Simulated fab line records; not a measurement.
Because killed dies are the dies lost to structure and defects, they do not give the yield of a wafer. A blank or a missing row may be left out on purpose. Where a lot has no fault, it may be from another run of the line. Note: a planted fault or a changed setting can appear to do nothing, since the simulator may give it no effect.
The tool behind it: which one? :: flow berkeley-cmos170 :: 7 lots, 21 wafers sampled, at 2 steps of a route of 331

WHAT THE GAUGES READ, wafer by wafer
UCB170_PLDD_CD_MEAS_06: the cd target is 1200 nm.
lot: L532
measured: day 6 02:14
on: cd-sem-02
cd-nm (nm): 1199.0 1199.3 1198.2

lot: L536
measured: day 6 22:05
on: cd-sem-01
cd-nm (nm): 1199.5 1199.5 1197.5

lot: L534
measured: day 6 23:26
on: cd-sem-01
cd-nm (nm): 1211.5 1211.5 1210.3 1211.7 1211.6 1210.2

lot: L537
measured: day 7 08:14
on: cd-sem-01
cd-nm (nm): 1201.9 1200.8 1201.6

lot: L542
measured: day 8 04:34
on: cd-sem-01
cd-nm (nm): 1206.3 1208.2 1205.9 1206.3 1208.3 1205.5

lot: L546
measured: day 9 14:09
on: cd-sem-01
cd-nm (nm): 1201.3 1202.6 1202.2

lot: L550
measured: day 10 07:13
on: cd-sem-02
cd-nm (nm): 1202.3 1201.4 1202.2

WHICH TOOL RAN EACH LOT (tool, then ch and the chambers of the sampled wafers, then the start)
lot: L532
UCB170_PLDD_EXPOSE_03: krf-scanner-01 ch 0, day 6 00:58

lot: L536
UCB170_PLDD_EXPOSE_03: krf-scanner-02 ch 0, day 6 20:59

lot: L534
UCB170_PLDD_EXPOSE_03: krf-scanner-02 ch 0, day 6 22:28

lot: L537
UCB170_PLDD_EXPOSE_03: krf-scanner-01 ch 0, day 7 07:16

lot: L542
UCB170_PLDD_EXPOSE_03: krf-scanner-02 ch 0, day 8 03:55

lot: L546
UCB170_PLDD_EXPOSE_03: krf-scanner-01 ch 0, day 9 13:43

lot: L550
UCB170_PLDD_EXPOSE_03: krf-scanner-01 ch 0, day 10 06:50
- UCB170_PLDD_EXPOSE_03: exposes mask PSELECT, target cd 1200 nm.

THE ANSWER, worked out from the rows above alone
Rule: usual is defined by the lots themselves. Put in order of their means at a reading, lots are off if they are a third of the lots or fewer, leave a main group of 4 or more, and stand apart from it by a gap of 3 or more times the standard deviation of the main group's means; of several such gaps the widest counts. Not used: any main group whose means are identical at the precision the tables above print for the reading. Also off: a lot with no number at a reading for which 4 or more lots have one. Any other lot the step has rows for is counted as sound.
Off: L534, L542, at UCB170_PLDD_CD_MEAS_06 (cd-nm). Mean 1200.6 nm and standard deviation 1.5 in the main group.
A tool fits if, at a process step before that reading, it ran every lot that is off, and no sound lot after the first of them. Those tools and the gauges at UCB170_PLDD_CD_MEAS_06 are tried in the same way. One fits: krf-scanner-02 at UCB170_PLDD_EXPOSE_03. Its last sound lot is L536 (day 6 20:59), its first lot that is off L534 (day 6 22:28): a fault that began between those two fits.

WHAT HAD BEEN PUT IN BY THE SIMULATOR
Drift in process parameters on krf-scanner-02 at UCB170_PLDD_EXPOSE_03, starting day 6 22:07. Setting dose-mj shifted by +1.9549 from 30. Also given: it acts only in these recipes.
Struck lots among those shown: L534, L542. Same finding as the rule above.
